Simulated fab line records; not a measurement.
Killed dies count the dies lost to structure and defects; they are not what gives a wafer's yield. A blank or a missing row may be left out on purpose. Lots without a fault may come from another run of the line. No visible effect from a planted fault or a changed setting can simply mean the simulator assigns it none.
Code-filled problem report in 8D (eight disciplines) form | flow berkeley-cmos170 | the parts of the form that need people (team, actions taken, sign-off) are left out

1. THE PROBLEM
Across 6 wafers from 2 lots, CONTACT_PSG_THK at UCB170_CONTACT_THK_MEAS_02 averages 881 nm, while fault-free wafers read 698 nm with a standard deviation of 5.9. Relative to the usual mean, that is a shift of +31 standard deviations.
Earliest sighting: wafer L471.2 on film-metro-04 at day 12 23:42. The record holds 42 wafers of 14 lots with a number at this step. Rule for "out" (also "out of limits"): further than 4 standard deviations from the usual mean. All remaining wafers that have a number are taken as sound.

2. WHAT IT IS; WHAT IT IS NOT
question                    | is                     | is not
which readings at this step | CONTACT_PSG_THK        | -
which lots                  | L471, L472             | L452, L453, L454, L455, L456, L457, L459, L461, L462, L463, L464, L474
which wafers of those lots  | all that have a number | -
read on which gauges        | film-metro-04          | film-metro-01, film-metro-03
when                        | from day 12 23:42      | up to then (33 sound wafers); but 3 sound wafers of L474 came after

3. SUSPECTS, AND WHAT RULES EACH OUT
Counting: a tool at any process step up to the reading remains a suspect when it ran all the lots that are out and ran no sound lot after the first of those.
- the gauge at UCB170_CONTACT_THK_MEAS_02 has been ruled out. All the wafers that are out were read on film-metro-04, but those of them that UCB170_CONTACT_ETCH_18 has rows for are out there too, on other tools.
- lpcvd-01 at UCB170_CONTACT_CVD_01 (deposits PSG from SiH4/O2/PH3, target thk 700 nm, time 2820 s): kept. It ran every lot that is out, first L471 (day 12 21:55), and no sound lot after that; its last sound lot up to then is L464 (day 10 23:53).
Remaining after the count: lpcvd-01 at UCB170_CONTACT_CVD_01.

4. THE CAUSE (what the simulator had put in)
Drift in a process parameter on lpcvd-01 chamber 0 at UCB170_CONTACT_CVD_01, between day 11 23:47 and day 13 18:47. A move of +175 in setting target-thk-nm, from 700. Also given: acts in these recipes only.
Counting left only this tool.

5. THE CHAIN OF EFFECTS, in route order
One row per reading whose mean, taken over the struck wafers that have a number, lies over 3 standard deviations from the usual. Only readings whose record carries a usual standard deviation are examined. hours: median over the lots of the time between each lot's start at the first step of this table that gives one and its start at this step. sigmas: the change, counted in usual standard deviations.
hours | step                       | reading         | usual      | on struck wafers | change | sigmas
0     | UCB170_CONTACT_THK_MEAS_02 | CONTACT_PSG_THK | 698 nm     | 881              | +183   | +31
-     | UCB170_CONTACT_ETCH_18     | oes-product-au  | 0.895 a.u. | 1.011            | +0.116 | +8.9
The process steps in it:
- UCB170_CONTACT_ETCH_18: etches PSG in CHF3/CF4/Ar, stops on TiSi2, target depth 840 nm, time 195 s.

6. WHAT WOULD HAVE CAUGHT IT SOONER
24 hours passed between the start of the fault at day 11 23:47 and the first reading out of limits at a measuring or inspecting step in this record, taken at day 12 23:42.
An alarm limit of 4 standard deviations would not have fired on the tool readings at UCB170_CONTACT_CVD_01 for which the record gives a usual standard deviation, since none of them was out on any struck wafer.
Among the 2 lots that are out, L472 began UCB170_CONTACT_CVD_01 on lpcvd-01 after day 12 23:42. Putting the tool on hold at that point would have spared it.
